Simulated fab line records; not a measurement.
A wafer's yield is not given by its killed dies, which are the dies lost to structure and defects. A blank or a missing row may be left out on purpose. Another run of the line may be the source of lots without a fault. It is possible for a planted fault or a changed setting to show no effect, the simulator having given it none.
Split-lot study | flow berkeley-cmos170 | on a route of 331 steps: 5 lots, 23 wafers read

## SPLIT DETAILS
At UCB170_V2_PEB_10, the setting peb-temp-c was moved away from the recipe's 130 C on 7 of the 23 wafers read, by -2.0% to +1.6%. For the rest of the wafers, this setting stayed at what the recipe calls for.

## FROM THE SPLIT TO THE READING: what the file shows between them, 4 steps
- UCB170_V2_DEVELOP_11: develop time 45 s
- UCB170_V2_CD_MEAS_12: target cd 700 nm
- UCB170_V2_ETCH_14: etches SiO2 in CHF3/CF4/Ar, stops on Al, target depth 1250 nm, time 291 s (also split here: rf-w)
- UCB170_V2_STRIP_15: strips in O2

## THE READING
cd-nm, in nm, at UCB170_V2_CD_MEAS_90 (target cd 700 nm). A value of 700.0 nm with a standard deviation of 1.5 nm is what fault-free wafers of this fab line usually give.

wafer  | tool, chamber at the split | peb-temp-c as run, C | against the recipe | cd-nm, nm | against lot-mates on the recipe
L075.2 | litho-track-02, 0          | 130                  | recipe             | 698.9     | -
L075.3 | litho-track-02, 0          | 130                  | recipe             | 698.8     | -
L075.4 | litho-track-02, 0          | 130                  | recipe             | 700.4     | -
L075.5 | litho-track-02, 0          | 130                  | recipe             | 699.1     | -
L075.6 | litho-track-02, 0          | 130                  | recipe             | 697.5     | -
L078.1 | litho-track-02, 0          | 132.1                | +1.6%              | 716.1     | +13.4
L078.2 | litho-track-02, 0          | 132.1                | +1.6%              | 718.0     | +15.3
L078.4 | litho-track-02, 0          | 130                  | recipe             | 703.2     | -
L078.5 | litho-track-02, 0          | 132.1                | +1.6%              | 715.4     | +12.7
L078.6 | litho-track-02, 0          | 130                  | recipe             | 702.2     | -
L079.1 | litho-track-01, 0          | 127.4                | -2.0%              | 677.9     | -20.6
L079.3 | litho-track-01, 0          | 130                  | recipe             | 698.7     | -
L079.4 | litho-track-01, 0          | 127.4                | -2.0%              | 680.3     | -18.2
L079.5 | litho-track-01, 0          | 130                  | recipe             | 699.0     | -
L079.6 | litho-track-01, 0          | 130                  | recipe             | 697.8     | -
L080.2 | litho-track-04, 0          | 130                  | recipe             | 698.1     | -
L080.4 | litho-track-04, 0          | 130                  | recipe             | 700.8     | -
L080.6 | litho-track-04, 0          | 130                  | recipe             | 700.9     | -
L085.2 | litho-track-04, 0          | 130                  | recipe             | 700.6     | -
L085.3 | litho-track-04, 0          | 130                  | recipe             | 699.2     | -
L085.4 | litho-track-04, 0          | 127.8                | -1.7%              | 684.0     | -16.8
L085.5 | litho-track-04, 0          | 127.8                | -1.7%              | 685.6     | -15.2
L085.6 | litho-track-04, 0          | 130                  | recipe             | 702.5     | -

FIT RESULTS
A straight line over all 23 wafers: cd-nm changes by +9.98 nm for each +1% of peb-temp-c; r = +0.99; the points scatter about the line by 1.7 nm.
The same after taking each lot's own level away (the mean of its wafers on the recipe; 23 wafers): +9.18 nm for each +1%; r = +0.99; scatter 1.2 nm.
That fit puts the effect of the largest move of peb-temp-c on the reading at 18 nm.
The span of the lots' own levels, 698.50 to 702.70 nm, comes to 2.8 times the standard deviation stated above.
Hence the lot-to-lot level has little effect on the slope; both slopes agree.
Check: for one of the wafers moved furthest among these (-2.0%), held out of the fit, the line's prediction against its lot-mates is -18.1 nm. It came out at -20.6 nm against them.

## OTHER SPLITS ON THESE WAFERS
Note: prior to the reading, these wafers also went through further splits. Each is held against what the fit with the lots' levels taken away leaves over:
other split on the same wafers   | wafers away from the commonest value | r with cd-nm (lot level and that fit taken away)
UCB170_CONTACT_PEB_13 peb-temp-c | 7                                    | +0.14
UCB170_V2_ETCH_14 rf-w           | 8                                    | +0.37

## THE WHOLE CHAIN: every reading that the file lists as answering this split, in the file's order
step                 | what it does                                                              | reading                                                   | change (the file's fit)              | r (the file's)
UCB170_V2_CD_MEAS_12 | target cd 700 nm                                                          | cd-nm                                                     | +9.39 nm for each +1% of the setting | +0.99
UCB170_V2_ETCH_14    | etches SiO2 in CHF3/CF4/Ar, stops on Al, target depth 1250 nm, time 291 s | V2.cd-nm (the simulator's own value, which no gauge read) | +9.3 nm for each +1% of the setting  | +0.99
UCB170_V2_CD_MEAS_90 | target cd 700 nm                                                          | cd-nm                                                     | +9.3 nm for each +1% of the setting  | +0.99

## THE FILE'S OWN FIT
cd-nm changes by +9.3 nm for each +1% of peb-temp-c, r = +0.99.
